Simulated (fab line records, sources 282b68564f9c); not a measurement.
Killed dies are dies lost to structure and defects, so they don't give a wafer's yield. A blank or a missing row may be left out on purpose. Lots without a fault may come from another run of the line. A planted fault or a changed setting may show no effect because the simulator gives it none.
A struck lot beside a sound one | flow rit_cmos | 14 steps out of a route of 202
Sound: wafers L502.2, L502.3, L502.4. Struck: wafers L510.2, L510.3, L510.4. The cause comes at the end.
At each step with rows: each side's tool, then ch and its chambers, then its first start. Under that, the readings that differ: sound wafers | struck wafers | difference of the means | sigmas: that difference in standard deviations of wafers without a fault.
alike: readings whose means differ by less than 2 such deviations, and words and numbers that are the same on both sides. not compared: withheld readings, readings that some wafer has no value for, bounds like >300 that may hide the same value, and numbers for which the record gives no deviation and whose values overlap.
The two part at a step that has a row with sigmas, a row that says differs or no value, or rows on one side only. Numbers that don't overlap but have no deviation are shown without sigmas and don't part them. A reading that every wafer of one side lacks parts them only if that side has two wafers or more.

first, 1 step without rows for these wafers: RIT_GATE_CLEAN_04 (cleans in dHF, time 60 s).
RIT_FOX2_THK_MEAS_91:
  sound on film_metro-04, day 4 06:14; struck on film_metro-03, day 5 22:50
  alike: FIELD_OXIDE_LEFT_2_THK
then, 2 steps without rows for these wafers: RIT_GATE_OXIDATION_05 (target thk 3 nm, ox time 270 s); RIT_GATE_ANNEAL_06 (time 600 s).
RIT_GATE_THK_MEAS_07:
  sound on film_metro-02, day 4 09:44; struck on film_metro-02, day 6 00:31
  alike: GATE_OXIDE_THK
then, 1 step without rows for these wafers: RIT_GATE_CVD_08 (deposits poly-Si from SiH4, target thk 250 nm, time 2220 s).
RIT_GATE_THK_MEAS_09:
  sound on film_metro-03, day 4 12:13; struck on film_metro-03, day 6 02:11
  alike: GATE_POLY_THK
then, 5 steps without rows for these wafers: RIT_GATE_HMDS_10 (prime time 60 s); RIT_GATE_COAT_11 (resist thk 850 nm); RIT_GATE_SOFTBAKE_12 (time 60 s); RIT_GATE_EXPOSE_13 (exposes mask M6, target cd 150 nm); RIT_GATE_PEB_14.
RIT_GATE_DEVELOP_15: develop time 52.32 s.
  sound on litho_track-03 ch 0, day 4 13:00; struck on litho_track-03, day 6 03:00
  no value came back on the struck wafers for chill_plate_temp_C (C), develop_time_s (s); on the sound wafers chill_plate_temp_C (C) reads 22.94 23.21 22.92
RIT_GATE_CD_MEAS_16: target cd 150 nm.
  sound on cd_sem-01, day 4 13:16; struck on cd_sem-02, day 6 03:17
  reading    | sound             | struck | difference                    | sigmas
  cd_nm (nm) | 149.6 151.0 150.9 | - - -  | no value on the struck wafers |

WHERE THEY PART
First at RIT_GATE_DEVELOP_15; last, within this record, at RIT_GATE_CD_MEAS_16.

WHY: what the simulator had put in
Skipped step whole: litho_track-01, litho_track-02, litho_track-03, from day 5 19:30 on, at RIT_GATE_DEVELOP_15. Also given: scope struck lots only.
